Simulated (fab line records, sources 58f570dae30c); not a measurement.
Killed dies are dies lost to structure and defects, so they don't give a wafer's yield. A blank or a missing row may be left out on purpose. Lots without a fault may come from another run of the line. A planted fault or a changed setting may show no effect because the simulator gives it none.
fab line records | flow berkeley_cmos170
record lots=5 wafers=15 last_day=12
route steps=331 shown V2@297 M3@309
lots that met no fault: from a run of the same line without faults
start_h: hours from the record's first day to the start of the lot's first wafer shown | wait_h: hours since the lot's step before | " the same as in the row above | L1.1+2: a row that stands for several wafers | - no value, or no start given | * or withheld: withheld | < > ~ a bound
route shown NAME@n: a module of which the file shows steps, and the number in the route of the first | usual: mean/standard deviation of fault-free wafers | same: alike in all rows | chamber/n: place in a boat | sites: the reading at each site | _std_site: their standard deviation | _edge_site: outer sites' mean less inner sites' | radius_mm: how far each site lies from the wafer's centre | mask NAME#n: copy n | behind: the tool/chamber that last shaped the wafer | hold: why the lot was held/for how many hours/how that ended | device: the transistor (n, p or np) that didn't switch | end of line: the same wafers' tests at the end of the route | a step without rows: its recipe alone | killed: dies lost to structure and defects at the first sort, not the wafer's yield | map: a wafer's dies, x killed, . not, _ none there
set.NAME: the setting as run; set.NAME@STEP: as run at that earlier step | model.NAME: the simulator's own value behind a step, which no gauge read
lots at some steps of the route; a table a step, a row a wafer
services: from which hour (start_h, from the record's first day; less than 0 if before it) a tool's chamber was out of use, for how many hours, and why
## steps
# step UCB170_V2_CLEAN_05
# recipe chemistry=DIW
# columns lot.wafer tool chamber start_h wait_h
L075.1+3+5 wet_bench-03 0 181.56 0.1
L080.1+5+6 wet_bench-02 2 198.79 0.1
L085.1+2+5 wet_bench-03 0 246.09 0.1
L094.1+3+5 wet_bench-03 2 271.98 0.1
L095.3+5+6 wet_bench-02 1 273.57 0.1
# step UCB170_V2_HMDS_06
# recipe prime_time_s=60 prime_temp_c=100
# columns lot.wafer tool chamber start_h wait_h
L075.1+3+5 litho_track-01 0 182.06 0.3
L080.1+5+6 litho_track-03 0 198.98 0.0
L085.1+2+5 litho_track-03 0 246.26 0.0
L094.1+3+5 litho_track-01 0 272.17 0.0
L095.3+5+6 litho_track-04 0 273.83 0.1
# step UCB170_V2_COAT_07
# recipe resist=KrF spin_rpm=1500 resist_thk_nm=900
# columns lot.wafer tool chamber start_h wait_h
L075.1+3+5 litho_track-01 0 182.21 0.1
L080.1+5+6 litho_track-03 0 199.13 0.1
L085.1+2+5 litho_track-03 0 246.41 0.1
L094.1+3+5 litho_track-01 0 272.32 0.1
L095.3+5+6 litho_track-04 0 273.98 0.1
# step UCB170_V2_SOFTBAKE_08
# recipe resist=KrF temp_c=130 time_s=60
# usual plate_temp_C=129.99/0.14
# same time_s=60
# columns lot.wafer tool chamber start_h wait_h plate_temp_C
L075.1 litho_track-01 0 182.36 0.1 130.06
L075.3 " 0 " " 129.79
L075.5 " 0 " " 129.77
L080.1 litho_track-03 0 199.28 0.1 129.92
L080.5 " 0 " " 129.95
L080.6 " 0 " " 130.06
L085.1 litho_track-03 0 246.56 0.1 129.87
L085.2 " 0 " " 130.20
L085.5 " 0 " " 130.12
L094.1 litho_track-01 0 272.47 0.1 129.98
L094.3 " 0 " " 129.94
L094.5 " 0 " " 129.88
L095.3 litho_track-04 0 274.13 0.1 129.93
L095.5 " 0 " " 130.02
L095.6 " 0 " " 129.91
# step UCB170_V2_EXPOSE_09
# recipe mask_id=VIA2 target_cd_nm=700 na=0.5 sigma_outer=0.6 source_shape=conventional dose_mj=37
# usual stage_vel_mm_s=500.01/0.25
# columns lot.wafer tool chamber start_h wait_h mask stage_vel_mm_s
L075.1 krf_scanner-02 0 182.64 0.2 VIA2#0 499.82
L075.3 " 0 " " VIA2#0 500.09
L075.5 " 0 " " VIA2#0 500.12
L080.1 krf_scanner-01 0 199.55 0.2 VIA2#0 500.09
L080.5 " 0 " " VIA2#0 499.91
L080.6 " 0 " " VIA2#0 499.99
L085.1 krf_scanner-01 0 246.84 0.2 VIA2#0 500.33
L085.2 " 0 " " VIA2#0 500.23
L085.5 " 0 " " VIA2#0 500.11
L094.1 krf_scanner-02 0 272.74 0.2 VIA2#0 500.21
L094.3 " 0 " " VIA2#0 500.17
L094.5 " 0 " " VIA2#0 499.94
L095.3 krf_scanner-02 0 274.27 0.1 VIA2#0 499.73
L095.5 " 0 " " VIA2#0 500.00
L095.6 " 0 " " VIA2#0 499.80
# step UCB170_V2_PEB_10
# recipe peb_temp_c=130 peb_time_s=withheld resist=KrF
# usual plate_temp_C=129.98/0.12
# columns lot.wafer tool chamber start_h wait_h plate_temp_C
L075.1 litho_track-03 0 183.33 0.7 129.73
L075.3 " 0 " " 129.92
L075.5 " 0 " " 129.95
L080.1 litho_track-03 0 199.67 0.1 129.85
L080.5 " 0 " " 129.96
L080.6 " 0 " " 130.00
L085.1 litho_track-04 0 247.34 0.5 130.19
L085.2 " 0 " " 129.96
L085.5 " 0 " " 130.07
L094.1 litho_track-03 0 272.86 0.1 129.85
L094.3 " 0 " " 129.92
L094.5 " 0 " " 129.79
L095.3 litho_track-03 0 274.40 0.1 130.05
L095.5 " 0 " " 129.93
L095.6 " 0 " " 129.86
# step UCB170_V2_DEVELOP_11
# recipe developer=TMAH develop_time_s=45 resist=KrF dev_temp_c=21
# columns lot.wafer tool chamber start_h wait_h
L075.1+3+5 litho_track-03 0 - -
L080.1+5+6 litho_track-03 0 - -
L085.1+2+5 litho_track-04 0 - -
L094.1+3+5 litho_track-03 0 - -
L095.3+5+6 litho_track-03 0 - -
# step UCB170_V2_CD_MEAS_12
# recipe target_cd_nm=700
# usual cd_nm=700.1/1.3
# columns lot.wafer tool chamber start_h wait_h cd_nm
L075.1 cd_sem-01 - 183.60 - 699.4
L075.3 " - " " 699.9
L075.5 " - " " 700.0
L080.1 cd_sem-01 - 199.94 - 702.2
L080.5 " - " " 701.3
L080.6 " - " " 701.0
L085.1 cd_sem-01 - 247.62 - 701.7
L085.2 " - " " 700.0
L085.5 " - " " 700.3
L094.1 cd_sem-01 - 273.13 - 698.2
L094.3 " - " " 697.8
L094.5 " - " " 698.3
L095.3 cd_sem-01 - 274.66 - 700.2
L095.5 " - " " 699.2
L095.6 " - " " 699.7
# step UCB170_V2_OVL_MEAS_13
# usual V2_OVL=3/5.4
# columns lot.wafer tool chamber start_h wait_h V2_OVL[nm]
L075.1 overlay-01 - 183.72 0.1 7
L075.3 " - " " 3
L075.5 " - " " 6
L080.1 overlay-02 - 200.06 0.1 8
L080.5 " - " " 5
L080.6 " - " " 2
L085.1 overlay-01 - 247.75 0.1 5
L085.2 " - " " 5
L085.5 " - " " 10
L094.1 overlay-02 - 273.25 0.1 8
L094.3 " - " " 10
L094.5 " - " " 9
L095.3 overlay-01 - 274.75 0.1 3
L095.5 " - " " -2
L095.6 " - " " 11
# step UCB170_V2_ETCH_14
# recipe chemistry=CHF3/CF4/Ar target=SiO2 stop_on=Al CHF3_flow_sccm=45 cf4_flow_sccm=15 Ar_flow_sccm=150 pressure_mtorr=200 rf_w=700 target_depth_a=12500 over_etch_frac=0.25 time_s=291
# usual drypump_motor_current_A=5.7/0.51 mfc_ar_sccm=150.1/0.44 oes_product_au=0.868/0.016 throttle_valve_pct=6.94/0.11
# same time_s=291
# columns lot.wafer tool chamber start_h wait_h drypump_motor_current_A mfc_ar_sccm oes_product_au rf_hours_counter_h throttle_valve_pct
L075.1 rie_diel-01 0 183.76 0.0 6.6 150.5 0.869 144 7.01
L075.3 " 1 " " 5.3 150.8 0.879 140 6.79
L075.5 " 1 " " 5.3 150.0 0.882 - 6.80
L080.1 rie_diel-04 3 200.10 0.0 5.4 150.2 0.849 95 7.22
L080.5 " 0 " " 5.1 150.6 0.879 - 6.97
L080.6 " 1 " " 6.4 150.0 0.879 - 6.92
L085.1 rie_diel-03 2 247.79 0.0 6.1 150.1 0.901 70 6.77
L085.2 " 0 " " 5.2 150.6 0.887 17 6.85
L085.5 " 3 " " 5.6 149.9 0.865 - 6.96
L094.1 rie_diel-04 3 273.29 0.0 5.4 150.3 0.851 99 7.20
L094.3 " 0 " " 5.1 150.0 0.884 9 6.98
L094.5 " 0 " " 5.1 150.1 0.881 - 6.98
L095.3 rie_diel-03 2 274.78 0.0 6.1 150.5 0.898 71 6.78
L095.5 " 2 " " 6.1 149.8 0.897 - 6.79
L095.6 " 1 " " 6.3 150.9 0.840 - 6.80
# step UCB170_V2_STRIP_15
# recipe chemistry=O2 power_w=400 pressure_mtorr=3500 platen_temp_c=withheld o2_flow_sccm=400 overash_fraction=0.5
# usual drypump_motor_current_A=5.9/0.55 oes_product_au=0.721/0.0047 strip_time_to_endpoint_s=15.36/0.12
# columns lot.wafer tool chamber start_h wait_h drypump_motor_current_A oes_product_au rf_hours_counter_h strip_time_to_endpoint_s
L075.1 plasma_asher-03 1 183.94 0.1 5.9 0.718 44 15.11
L075.3 " 0 " " 6.6 0.728 - 15.26
L075.5 " 0 " " 6.6 0.722 - 15.30
L080.1 plasma_asher-03 1 200.28 0.1 6.0 0.713 46 15.30
L080.5 " 0 " " 6.7 0.724 - 15.47
L080.6 " 1 " " 5.9 0.728 - 15.34
L085.1 plasma_asher-02 1 247.96 0.1 5.0 0.726 15 15.42
L085.2 " 0 " " 6.2 0.710 15 15.55
L085.5 " 1 " " 5.0 0.720 - 15.49
L094.1 plasma_asher-03 1 273.47 0.1 6.0 0.715 54 15.38
L094.3 " 1 " " 6.0 0.718 - 15.44
L094.5 " 1 " " 6.0 0.715 - 15.55
L095.3 plasma_asher-01 1 274.99 0.1 5.9 0.719 - 15.39
L095.5 " 1 " " 5.8 0.720 - 15.32
L095.6 " 0 " " 5.6 0.718 - 15.42
# step UCB170_V2_CD_MEAS_90
# recipe target_cd_nm=700
# usual cd_nm=699.7/1.7
# columns lot.wafer tool chamber start_h wait_h cd_nm
L075.1 cd_sem-01 - 184.04 0.1 699.2
L075.3 " - " " 698.8
L075.5 " - " " 698.7
L080.1 cd_sem-01 - 200.38 0.1 701.4
L080.5 " - " " 700.0
L080.6 " - " " 700.5
L085.1 cd_sem-01 - 248.06 0.1 702.2
L085.2 " - " " 700.3
L085.5 " - " " 700.0
L094.1 cd_sem-02 - 273.57 0.1 697.4
L094.3 " - " " 695.8
L094.5 " - " " 695.8
L095.3 cd_sem-01 - 275.09 0.1 701.0
L095.5 " - " " 699.7
L095.6 " - " " 698.6
# step UCB170_M3_PRE_CLEAN_00
# recipe gas=Ar preclean_etch_time_s=60
# columns lot.wafer tool chamber start_h wait_h
L075.1+3+5 pvd_sputter-01 - 184.16 0.1
L080.1+5+6 pvd_sputter-01 - 200.50 0.1
L085.1+2+5 pvd_sputter-01 - 248.18 0.1
L094.1+3+5 pvd_sputter-02 - 273.69 0.1
L095.3+5+6 pvd_sputter-01 - 275.17 0.1
# step UCB170_M3_SPUTTER_01
# recipe material=Al target_thk_nm=900 time_s=120 power_w=6000 chamber_pressure_pa=0.5
# usual throttle_valve_pct=29.6/1.5
# same time_s=120
# columns lot.wafer tool chamber start_h wait_h throttle_valve_pct
L075.1 pvd_sputter-01 - 184.22 0.0 29.9
L075.3 " - " " 28.4
L075.5 " - " " 30.0
L080.1 pvd_sputter-01 - 200.57 0.0 29.6
L080.5 " - " " 28.9
L080.6 " - " " 28.8
L085.1 pvd_sputter-01 - 248.25 0.0 28.5
L085.2 " - " " 29.9
L085.5 " - " " 29.8
L094.1 pvd_sputter-02 - 273.75 0.0 27.2
L094.3 " - " " 28.7
L094.5 " - " " 28.9
L095.3 pvd_sputter-01 - 275.24 0.0 28.5
L095.5 " - " " 29.8
L095.6 " - " " 30.2
# step UCB170_M3_RS_MEAS_02
# recipe thk_meas_gauge=four-point-probe reads=Al_of_M3_SPUTTER_01
# usual M3_AL_RS=0.03214/0.00029
# columns lot.wafer tool chamber start_h wait_h M3_AL_RS[ohm/sq]
L075.1 film_metro-03 - 184.31 0.0 0.03246
L075.3 " - " " 0.0324
L075.5 " - " " 0.03234
L080.1 film_metro-02 - 200.65 0.0 0.03214
L080.5 " - " " 0.03193
L080.6 " - " " 0.03228
L085.1 film_metro-02 - 248.33 0.0 0.03187
L085.2 " - " " 0.03179
L085.5 " - " " 0.03179
L094.1 film_metro-02 - 273.84 0.0 0.03189
L094.3 " - " " 0.03207
L094.5 " - " " 0.0324
L095.3 film_metro-03 - 275.36 0.1 0.03205
L095.5 " - " " 0.03187
L095.6 " - " " 0.03203
# step UCB170_M3_THK_MEAS_03
# recipe thk_meas_gauge=xrf reads=Al_of_M3_SPUTTER_01
# usual M3_AL_THK=900/8.6
# columns lot.wafer tool chamber start_h wait_h M3_AL_THK[nm]
L075.1 film_metro-03 - 184.43 0.1 894
L075.3 " - " " 890
L075.5 " - " " 897
L080.1 film_metro-02 - 200.77 0.1 895
L080.5 " - " " 904
L080.6 " - " " 891
L085.1 film_metro-02 - 248.45 0.1 908
L085.2 " - " " 912
L085.5 " - " " 917
L094.1 film_metro-02 - 273.96 0.1 915
L094.3 " - " " 900
L094.5 " - " " 898
L095.3 film_metro-03 - 275.46 0.1 908
L095.5 " - " " 920
L095.6 " - " " 907
# step UCB170_M3_HMDS_04
# recipe prime_time_s=60 prime_temp_c=100
# columns lot.wafer tool chamber start_h wait_h
L075.1+3+5 litho_track-04 0 184.49 0.1
L080.1+5+6 litho_track-04 0 201.09 0.3
L085.1+2+5 litho_track-04 0 248.95 0.5
L094.1+3+5 litho_track-01 0 274.17 0.2
L095.3+5+6 litho_track-01 0 275.55 0.1
# step UCB170_M3_COAT_05
# recipe resist=KrF spin_rpm=1500 resist_thk_nm=900
# columns lot.wafer tool chamber start_h wait_h
L075.1+3+5 litho_track-04 0 184.64 0.1
L080.1+5+6 litho_track-04 0 201.24 0.1
L085.1+2+5 litho_track-04 0 249.10 0.1
L094.1+3+5 litho_track-01 0 274.32 0.1
L095.3+5+6 litho_track-01 0 275.70 0.1
# step UCB170_M3_SOFTBAKE_06
# recipe resist=KrF temp_c=130 time_s=60
# usual plate_temp_C=130.01/0.13
# same time_s=60
# columns lot.wafer tool chamber start_h wait_h plate_temp_C
L075.1 litho_track-04 0 184.79 0.1 129.57
L075.3 " 0 " " 129.81
L075.5 " 0 " " 130.15
L080.1 litho_track-04 0 201.39 0.1 129.86
L080.5 " 0 " " 130.00
L080.6 " 0 " " 129.89
L085.1 litho_track-04 0 249.25 0.1 129.88
L085.2 " 0 " " 130.01
L085.5 " 0 " " 130.19
L094.1 litho_track-01 0 274.47 0.1 129.93
L094.3 " 0 " " 130.06
L094.5 " 0 " " 129.78
L095.3 litho_track-01 0 275.85 0.1 129.89
L095.5 " 0 " " 129.98
L095.6 " 0 " " 130.07
# step UCB170_M3_STRIP_07
# recipe chemistry=O2 power_w=400 pressure_mtorr=3500 platen_temp_c=withheld o2_flow_sccm=400 overash_fraction=0.5
# usual drypump_motor_current_A=5.97/0.29 oes_product_au=0.735/0.0046 strip_time_to_endpoint_s=21.99/0.054
# columns lot.wafer tool chamber start_h wait_h drypump_motor_current_A oes_product_au rf_hours_counter_h strip_time_to_endpoint_s
L075.1 plasma_asher-04 1 184.94 0.1 6.15 0.742 50 22.04
L075.3 " 0 " " 6.09 0.731 - 22.09
L075.5 " 0 " " 6.10 0.741 - 22.09
L080.1 plasma_asher-01 1 201.54 0.1 5.85 0.732 49 22.01
L080.5 " 0 " " 5.53 0.732 - 22.06
L080.6 " 1 " " 5.85 0.735 - 22.01
L085.1 plasma_asher-04 1 249.40 0.1 6.14 0.726 56 22.03
L085.2 " 0 " " 6.05 0.735 56 22.07
L085.5 " 1 " " 6.14 0.740 - 22.10
L094.1 plasma_asher-04 1 274.62 0.1 6.15 0.732 59 22.02
L094.3 " 0 " " 6.05 0.734 - 21.99
L094.5 " 1 " " 6.15 0.732 - 22.06
L095.3 plasma_asher-01 0 275.99 0.1 5.55 0.728 - 21.95
L095.5 " 0 " " 5.55 0.738 - 21.96
L095.6 " 1 " " 5.83 0.739 - 21.99
# step UCB170_M3_STRIP_08
# recipe chemistry=DMSO temp_c=80 time_s=600 material=KrF
# same time_s=600
# columns lot.wafer tool chamber start_h wait_h
L075.1+3+5 wet_bench-03 3 185.04 0.1
L080.1+5+6 wet_bench-03 2 201.64 0.1
L085.1+2+5 wet_bench-03 0 249.50 0.1
L094.1+3+5 wet_bench-04 2 274.72 0.1
L095.3+5+6 wet_bench-01 3 276.05 0.0
# step UCB170_M3_COAT_09
# recipe resist=BARC temp_c=withheld time_s=withheld spin_rpm=3000 resist_thk_nm=withheld
# columns lot.wafer tool chamber start_h wait_h
L075.1+3+5 litho_track-02 0 185.21 0.0
L080.1+5+6 litho_track-02 0 201.92 0.1
L085.1+2+5 litho_track-02 0 249.97 0.3
L094.1+3+5 litho_track-04 0 274.90 0.0
L095.3+5+6 litho_track-02 0 276.28 0.1
# step UCB170_M3_COAT_10
# recipe resist=KrF spin_rpm=1500 resist_thk_nm=900
# columns lot.wafer tool chamber start_h wait_h
L075.1+3+5 litho_track-02 0 - -
L080.1+5+6 litho_track-02 0 - -
L085.1+2+5 litho_track-02 0 - -
L094.1+3+5 litho_track-04 0 - -
L095.3+5+6 litho_track-02 0 - -
# step UCB170_M3_SOFTBAKE_11
# recipe resist=KrF temp_c=130 time_s=60
# usual plate_temp_C=130.00/0.13
# same time_s=60
# columns lot.wafer tool chamber start_h wait_h plate_temp_C
L075.1 litho_track-02 0 - - 130.18
L075.3 " 0 " " 130.02
L075.5 " 0 " " 130.08
L080.1 litho_track-02 0 - - 129.85
L080.5 " 0 " " 129.78
L080.6 " 0 " " 129.96
L085.1 litho_track-02 0 - - 129.94
L085.2 " 0 " " 130.11
L085.5 " 0 " " 129.74
L094.1 litho_track-04 0 - - 130.07
L094.3 " 0 " " 130.28
L094.5 " 0 " " 130.17
L095.3 litho_track-02 0 - - 130.03
L095.5 " 0 " " 130.19
L095.6 " 0 " " 130.18
# step UCB170_M3_EXPOSE_12
# recipe mask_id=METAL3 target_cd_nm=700 na=0.5 sigma_outer=0.6 source_shape=conventional dose_mj=26
# usual stage_vel_mm_s=500.02/0.25
# columns lot.wafer tool chamber start_h wait_h mask stage_vel_mm_s
L075.1 krf_scanner-01 0 185.66 - METAL3#0 500.35
L075.3 " 0 " " METAL3#0 500.75
L075.5 " 0 " " METAL3#0 500.61
L080.1 krf_scanner-01 0 202.37 - METAL3#0 499.94
L080.5 " 0 " " METAL3#0 499.74
L080.6 " 0 " " METAL3#0 499.87
L085.1 krf_scanner-01 0 250.64 - METAL3#0 500.21
L085.2 " 0 " " METAL3#0 500.26
L085.5 " 0 " " METAL3#0 500.11
L094.1 krf_scanner-02 0 275.52 - METAL3#0 500.35
L094.3 " 0 " " METAL3#0 500.24
L094.5 " 0 " " METAL3#0 500.28
L095.3 krf_scanner-01 0 276.84 - METAL3#0 499.84
L095.5 " 0 " " METAL3#0 500.01
L095.6 " 0 " " METAL3#0 500.08
# step UCB170_M3_PEB_13
# recipe peb_temp_c=130 peb_time_s=withheld resist=KrF
# usual plate_temp_C=129.97/0.14
# columns lot.wafer tool chamber start_h wait_h plate_temp_C
L075.1 litho_track-02 0 186.56 0.9 130.09
L075.3 " 0 " " 130.13
L075.5 " 0 " " 129.96
L080.1 litho_track-02 0 202.49 0.1 129.84
L080.5 " 0 " " 129.89
L080.6 " 0 " " 129.76
L085.1 litho_track-04 0 251.03 0.4 129.92
L085.2 " 0 " " 129.78
L085.5 " 0 " " 129.79
L094.1 litho_track-02 0 275.64 0.1 129.80
L094.3 " 0 " " 129.74
L094.5 " 0 " " 129.68
L095.3 litho_track-04 0 276.97 0.1 129.68
L095.5 " 0 " " 130.00
L095.6 " 0 " " 129.81
# step UCB170_M3_DEVELOP_14
# recipe developer=TMAH develop_time_s=45 resist=KrF dev_temp_c=21
# columns lot.wafer tool chamber start_h wait_h
L075.1+3+5 litho_track-02 0 - -
L080.1+5+6 litho_track-02 0 - -
L085.1+2+5 litho_track-04 0 - -
L094.1+3+5 litho_track-02 0 - -
L095.3+5+6 litho_track-04 0 - -
# step UCB170_M3_CD_MEAS_15
# recipe target_cd_nm=700
# usual cd_nm=699.8/1.3
# columns lot.wafer tool chamber start_h wait_h cd_nm
L075.1 cd_sem-01 - 186.84 - 698.5
L075.3 " - " " 698.8
L075.5 " - " " 699.7
L080.1 cd_sem-01 - 202.76 - 702.7
L080.5 " - " " 702.1
L080.6 " - " " 702.2
L085.1 cd_sem-01 - 251.31 - 701.0
L085.2 " - " " 701.0
L085.5 " - " " 699.9
L094.1 cd_sem-02 - 275.92 - 700.0
L094.3 " - " " 699.2
L094.5 " - " " 699.2
L095.3 cd_sem-02 - 277.24 - 699.8
L095.5 " - " " 698.8
L095.6 " - " " 699.3
# step UCB170_M3_OVL_MEAS_16
# usual M3_OVL=-2/4.8
# columns lot.wafer tool chamber start_h wait_h M3_OVL[nm]
L075.1 overlay-02 - 186.96 0.1 -3
L075.3 " - " " 5
L075.5 " - " " -5
L080.1 overlay-01 - 202.88 0.1 -7
L080.5 " - " " -8
L080.6 " - " " -4
L085.1 overlay-01 - 251.43 0.1 -9
L085.2 " - " " -3
L085.5 " - " " -4
L094.1 overlay-01 - 276.04 0.1 0
L094.3 " - " " -2
L094.5 " - " " -1
L095.3 overlay-01 - 277.33 0.1 0
L095.5 " - " " -1
L095.6 " - " " -7
# step UCB170_M3_ETCH_17
# recipe chemistry=N2/H2 target_depth_a=withheld overetch_a=withheld target=BARC time_s=withheld source_w=500 bias_w=100 pressure_mtorr=30 n2_flow_sccm=100 h2_flow_sccm=200
# usual bias_w=100.02/0.29 drypump_motor_current_A=5.8/0.49 oes_product_au=0.991/0.024 throttle_valve_pct=13.29/0.19
# columns lot.wafer tool chamber start_h wait_h bias_w drypump_motor_current_A oes_product_au throttle_valve_pct
L075.1 rie_diel-04 3 186.99 0.0 99.80 5.4 0.974 13.63
L075.3 " 0 " " 100.33 5.1 0.989 13.19
L075.5 " 1 " " 100.06 6.4 0.992 13.20
L080.1 rie_diel-01 1 202.92 0.0 99.59 5.3 1.015 13.08
L080.5 " 0 " " 99.77 6.6 1.019 13.35
L080.6 " 3 " " 100.04 6.0 0.963 13.46
L085.1 rie_diel-01 3 251.46 0.0 100.57 5.9 0.961 13.45
L085.2 " 2 " " 100.35 6.1 0.961 13.19
L085.5 " 3 " " 100.44 5.9 0.961 13.46
L094.1 rie_diel-02 2 276.07 0.0 99.57 5.4 0.957 13.46
L094.3 " 1 " " 99.79 5.6 1.008 13.33
L094.5 " 0 " " 100.39 6.3 1.005 12.89
L095.3 rie_diel-04 2 277.35 0.0 99.94 5.0 1.029 13.29
L095.5 " 0 " " 99.76 5.1 0.997 13.19
L095.6 " 1 " " 99.89 6.4 0.994 13.21
# step UCB170_M3_METAL_ETCH_18
# recipe chemistry=Cl2/BCl3 target=Al stop_on=SiO2 pressure_mtorr=12 target_depth_a=11700 over_etch_frac=0.3 time_s=195 icp_w=600 bias_w=120 Cl2_flow_sccm=90 bcl3_flow_sccm=45
# usual bias_w=120.0/0.36 drypump_motor_current_A=6.0/0.37 mfc_cl2_sccm=89.99/0.27 oes_product_au=0.852/0.015 throttle_valve_pct=24.40/0.14
# same time_s=195
# columns lot.wafer tool chamber start_h wait_h bias_w drypump_motor_current_A mfc_cl2_sccm oes_product_au rf_hours_counter_h throttle_valve_pct
L075.1 rie_metal-01 1 187.04 - 120.0 5.9 90.08 0.875 2.1 24.15
L075.3 " 1 " " 119.8 5.9 90.12 0.875 - 24.13
L075.5 " 0 " " 120.0 5.7 89.62 0.854 - 24.42
L080.1 rie_metal-01 1 202.96 - 120.0 5.9 90.23 0.875 2.8 24.13
L080.5 " 0 " " 120.6 5.7 90.16 0.865 - 24.43
L080.6 " 1 " " 120.0 5.9 90.20 0.870 - 24.14
L085.1 rie_metal-03 0 251.50 - 119.8 6.0 90.08 0.850 6.1 24.54
L085.2 " 1 " " 119.7 6.1 89.77 0.851 5.5 24.47
L085.5 " 1 " " 119.9 6.1 90.07 0.845 - 24.46
L094.1 rie_metal-01 0 276.11 - 120.2 5.7 89.73 0.869 11.4 24.41
L094.3 " 0 " " 119.8 5.7 89.50 0.856 - 24.42
L094.5 " 1 " " 119.8 6.0 90.05 0.875 - 24.12
L095.3 rie_metal-03 0 277.46 - 119.8 6.0 90.11 0.841 - 24.56
L095.5 " 1 " " 119.9 6.1 89.56 0.850 - 24.46
L095.6 " 0 " " 119.6 6.0 90.25 0.835 - 24.56
# step UCB170_M3_STRIP_19
# recipe chemistry=O2 power_w=400 pressure_mtorr=3500 platen_temp_c=withheld o2_flow_sccm=400 overash_fraction=0.5
# usual drypump_motor_current_A=6.1/0.33 oes_product_au=0.533/0.017
# columns lot.wafer tool chamber start_h wait_h drypump_motor_current_A oes_product_au rf_hours_counter_h
L075.1 plasma_asher-04 1 187.22 0.1 6.2 0.550 51
L075.3 " 1 " " 6.2 0.560 -
L075.5 " 0 " " 6.0 0.539 -
L080.1 plasma_asher-03 1 203.15 0.1 6.0 0.553 47
L080.5 " 0 " " 6.6 0.523 -
L080.6 " 1 " " 5.9 0.561 -
L085.1 plasma_asher-01 0 251.69 0.1 5.5 0.542 56
L085.2 " 1 " " 5.9 0.516 56
L085.5 " 0 " " 5.5 0.525 -
L094.1 plasma_asher-04 1 276.30 0.1 6.2 0.541 59
L094.3 " 1 " " 6.2 0.537 -
L094.5 " 1 " " 6.2 0.555 -
L095.3 plasma_asher-03 0 277.62 0.1 6.6 0.550 -
L095.5 " 0 " " 6.7 0.527 -
L095.6 " 1 " " 6.0 0.551 -
# step UCB170_M3_CD_MEAS_90
# recipe target_cd_nm=700
# usual cd_nm=702/3.3
# columns lot.wafer tool chamber start_h wait_h cd_nm
L075.1 cd_sem-01 - 187.35 0.1 700
L075.3 " - " " 699
L075.5 " - " " 701
L080.1 cd_sem-02 - 203.25 0.1 708
L080.5 " - " " 702
L080.6 " - " " 705
L085.1 cd_sem-02 - 251.79 0.1 700
L085.2 " - " " 700
L085.5 " - " " 702
L094.1 cd_sem-02 - 276.40 0.1 703
L094.3 " - " " 704
L094.5 " - " " 700
L095.3 cd_sem-01 - 277.72 0.1 700
L095.5 " - " " 698
L095.6 " - " " 702
# step UCB170_M3_BOW_MEAS_20
# recipe mode=bow
# usual M3_BOW=35/7.3
# columns lot.wafer tool chamber start_h wait_h M3_BOW[um]
L075.1 film_metro-02 - 187.47 0.1 24
L075.3 " - " " 35
L075.5 " - " " 37
L080.1 film_metro-04 - 203.37 0.1 31
L080.5 " - " " 39
L080.6 " - " " 36
L085.1 film_metro-04 - 251.91 0.1 30
L085.2 " - " " 48
L085.5 " - " " 19
L094.1 film_metro-02 - 276.52 0.1 42
L094.3 " - " " 46
L094.5 " - " " 39
L095.3 film_metro-03 - 277.84 0.1 38
L095.5 " - " " 34
L095.6 " - " " 33
## services
# columns tool chamber start_h hours kind
rie_diel-04 3 174.28 3.3 repair
krf_scanner-02 - 177.79 1.3 pm
rie_diel-03 1 181.93 5.6 repair
pvd_sputter-01 - 187.33 12.2 repair
rie_diel-01 1 188.03 9.4 repair
rie_diel-01 2 191.05 14.4 repair
krf_scanner-01 - 191.59 1.3 pm
plasma_asher-01 - 199.44 0.4 repair
rie_diel-01 1 206.89 10.9 repair
rie_diel-01 0 208.76 4.3 repair
plasma_asher-01 - 213.65 0.5 repair
wet_bench-04 - 219.37 1.9 pm
plasma_asher-04 - 223.04 2.1 repair
rie_metal-03 1 225.16 3.3 repair
krf_scanner-02 - 225.50 1.0 pm
rie_diel-01 - 225.92 2.8 pm
plasma_asher-04 - 229.47 14.6 pm
rie_diel-02 2 235.43 7.6 repair
krf_scanner-02 - 238.27 0.8 pm
plasma_asher-03 - 246.54 13.5 repair
rie_diel-04 0 247.03 5.3 repair
krf_scanner-01 - 253.09 0.8 pm
rie_diel-03 3 269.97 4.8 repair
krf_scanner-02 - 276.52 4.0 pm
## key
fault none
